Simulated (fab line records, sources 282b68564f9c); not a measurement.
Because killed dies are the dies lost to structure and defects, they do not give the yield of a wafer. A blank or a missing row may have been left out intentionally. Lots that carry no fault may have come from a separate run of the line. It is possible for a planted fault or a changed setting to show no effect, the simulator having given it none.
Which tool was responsible? | flow rit cmos | 13 lots with 39 wafers sampled at 2 steps, on a route of 202 steps

## WHAT THE GAUGES SHOWED, per wafer
Not one reading of a measure or inspect step in the record can be checked against a usual standard deviation.

## TOOL THAT RAN EACH LOT (tool first, then ch and the chambers of the sampled wafers, then the start)
lot  | RIT_SILICIDE_SPUTTER_01     | RIT_M1_PROBE_99
L161 | pvd sputter-04, day 3 12:27 | prober-01, day 3 19:51
L164 | pvd sputter-03, day 3 23:49 | prober-02, day 4 06:58
L165 | pvd sputter-04, day 4 05:12 | prober-01, day 4 12:07
L166 | pvd sputter-03, day 4 09:45 | prober-02, day 4 17:29
L167 | pvd sputter-04, day 4 13:29 | prober-01, day 4 20:29
L168 | pvd sputter-03, day 4 18:57 | prober-02, day 5 01:59
L170 | pvd sputter-03, day 5 04:27 | prober-02, day 5 11:22
L171 | pvd sputter-04, day 5 08:19 | prober-01, day 5 15:12
L172 | pvd sputter-03, day 5 14:21 | prober-02, day 5 21:24
L173 | pvd sputter-04, day 5 19:07 | prober-02, day 6 02:19
L174 | pvd sputter-03, day 5 23:27 | prober-01, day 6 06:31
L175 | pvd sputter-04, day 6 03:20 | prober-02, day 6 10:10
L181 | pvd sputter-03, day 7 08:46 | prober-02, day 7 15:47
- RIT_SILICIDE_SPUTTER_01: material Ti, target thk 30 nm, time 240 s.
- RIT_M1_PROBE_99

## WHAT THE TOOLS THEMSELVES READ (means of the sampled wafers that have a number; where no wafer has one, the mark that the record gives instead)
RIT_SILICIDE_SPUTTER_01. Usual: cathode dc power W 350.00 W, standard deviation 0.067; throttle valve pct 29.6 %, standard deviation 1.
lot  | tool           | cathode dc power W (W) | throttle valve pct (%) | flag
L161 | pvd sputter-04 | 350.04                 | 29.1                   |
L164 | pvd sputter-03 | 350.04                 | 29.7                   |
L165 | pvd sputter-04 | 350.01                 | 28.9                   |
L166 | pvd sputter-03 | 350.02                 | 29.9                   |
L167 | pvd sputter-04 | 349.92                 | 29.0                   |
L168 | pvd sputter-03 | 350.06                 | 29.1                   |
L170 | pvd sputter-03 | 350.01                 | 29.6                   |
L171 | pvd sputter-04 | 350.08                 | 29.1                   |
L172 | pvd sputter-03 | 349.98                 | 30.2                   |
L173 | pvd sputter-04 | 350.05                 | 29.6                   |
L174 | pvd sputter-03 | 350.03                 | 29.7                   |
L175 | pvd sputter-04 | 350.04                 | 29.2                   |
L181 | pvd sputter-03 | 347.72                 | 29.7                   | OFF

RIT_M1_PROBE_99. Usual: killed at contacts 0.1, standard deviation 0.31; killed at front end 6.3, standard deviation 2.7; killed dies 6.4, standard deviation 2.7; killed open 3.3, standard deviation 2; killed short 3, standard deviation 1.8.
lot  | tool      | killed at contacts | killed at front end | killed dies | killed open | killed short | flag
L161 | prober-01 | 0.0                | 5.3                 | 5.3         | 2.0         | 3            |
L164 | prober-02 | 0.0                | 6.3                 | 6.3         | 3.3         | 3            |
L165 | prober-01 | 0.0                | 4.3                 | 4.3         | 2.7         | 2            |
L166 | prober-02 | 0.0                | 3.0                 | 3.0         | 1.3         | 2            |
L167 | prober-01 | 0.0                | 5.0                 | 5.0         | 2.3         | 3            |
L168 | prober-02 | 0.0                | 9.3                 | 9.3         | 5.7         | 4            |
L170 | prober-02 | 0.0                | 6.7                 | 6.7         | 2.7         | 3            |
L171 | prober-01 | 0.0                | 8.7                 | 8.7         | 3.7         | 4            |
L172 | prober-02 | 0.0                | 6.0                 | 6.0         | 3.7         | 2            |
L173 | prober-02 | 0.0                | 6.7                 | 6.7         | 5.0         | 2            |
L174 | prober-01 | 0.7                | 6.7                 | 7.3         | 3.3         | 4            |
L175 | prober-02 | 0.0                | 6.3                 | 6.3         | 3.3         | 3            |
L181 | prober-02 | 0.0                | 4.3                 | 4.3         | 3.0         | 1            |

## THE ANSWER, worked out from the rows above alone
Rule: lot off if the mean of its wafers having a number is beyond 3 standard deviations from the usual mean. A lot without any number at a reading at which 4 lots or more have one is off too. The other lots that the step has rows for count as sound. After the gauges, taken in route order, come the tools' own readings; for these a lot's mean is taken, as printed above. At the first step where some lot is off, the reading lying furthest off is the one used; lots without a number count as furthest.
Off: L181 (RIT_SILICIDE_SPUTTER_01, cathode dc power W).
If a tool, at that step or one of the process steps before it, ran each lot that is off and ran no sound lot following the first of them, it fits. One fits: pvd sputter-03 at RIT_SILICIDE_SPUTTER_01. A fault onset in the window from L174 (day 5 23:27, its last sound lot) to L181 (day 7 08:46, its first lot off) fits.
On the lots that are off, the tool's own readings at RIT_SILICIDE_SPUTTER_01 differ by more than 5 times the standard deviation of the sound lots' means, which bears it out; cathode dc power W reads 347.72 W there versus 350.02 W on the sound lots.

## WHAT WAS PUT IN BY THE SIMULATOR
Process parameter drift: pvd sputter-03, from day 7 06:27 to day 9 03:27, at RIT_SILICIDE_SPUTTER_01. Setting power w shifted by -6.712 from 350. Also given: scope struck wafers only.
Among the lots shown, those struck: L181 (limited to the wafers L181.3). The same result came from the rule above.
